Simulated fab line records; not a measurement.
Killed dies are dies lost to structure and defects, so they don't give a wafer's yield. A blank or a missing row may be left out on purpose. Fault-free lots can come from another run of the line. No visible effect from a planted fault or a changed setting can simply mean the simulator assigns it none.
Which of the tools did it? + flow ritCmos + 6 lots with 18 wafers sampled at 2 steps, on a route of 202 steps

## WHAT THE GAUGES READ, wafer by wafer
RIT_GATE_THK_MEAS_09.
| lot  | measured    | on           | GATE_POLY_THK (nm) |
|------|-------------|--------------|--------------------|
| L335 | day 2 17:04 | filmMetro-03 | 250.7 249.7 250.4  |
| L340 | day 3 20:05 | filmMetro-03 | 358.1 354.7 358.5  |
| L348 | day 5 15:46 | filmMetro-01 | 247.5 247.7 247.8  |
| L351 | day 6 06:54 | filmMetro-02 | 249.3 249.7 247.1  |
| L353 | day 6 12:20 | filmMetro-01 | 249.0 247.4 249.1  |
| L355 | day 7 01:13 | filmMetro-01 | 247.9 248.7 248.6  |

## WHAT TOOL EACH LOT RAN ON (gives the tool, then ch and the chambers of the sampled wafers, and finally the start)
| lot  | RIT_GATE_CVD_08            |
|------|----------------------------|
| L335 | lpcvd-01 ch 1, day 2 15:26 |
| L340 | lpcvd-01 ch 0, day 3 18:28 |
| L348 | lpcvd-02 ch 1, day 5 13:20 |
| L351 | lpcvd-02 ch 0, day 6 04:28 |
| L353 | lpcvd-02 ch 1, day 6 09:53 |
| L355 | lpcvd-02 ch 1, day 6 23:35 |
- RIT_GATE_CVD_08: deposits poly-Si from SiH4, target thk 250 nm, time 2220 s.

## THE ANSWER, worked out from the rows above alone
Rule: the usual values come from the lots themselves. Put in order of their means at a reading, lots are off if they are a third of the lots or fewer, leave a main group of 4 or more, and stand apart from it by a gap of 3 or more times the standard deviation of the main group's means; of several such gaps the widest counts. Not used: any main group whose means are identical at the precision the tables above print for the reading. A lot without any number at a reading at which 4 lots or more have one is off too. Where the step has rows for the other lots, those lots are counted as sound.
Off: at RIT_GATE_THK_MEAS_09 (GATE_POLY_THK), L340. The main group: mean 248.7 nm, standard deviation 0.85.
If a tool, at a process step before that reading, ran all the lots that are off and no sound lot after the first of them, it fits. The gauges at RIT_GATE_THK_MEAS_09 are tried like those tools. Can't be told from this: 2 tools fit, lpcvd-01 at RIT_GATE_CVD_08, filmMetro-03 at RIT_GATE_THK_MEAS_09.

## WHAT HAD BEEN PUT IN BY THE SIMULATOR
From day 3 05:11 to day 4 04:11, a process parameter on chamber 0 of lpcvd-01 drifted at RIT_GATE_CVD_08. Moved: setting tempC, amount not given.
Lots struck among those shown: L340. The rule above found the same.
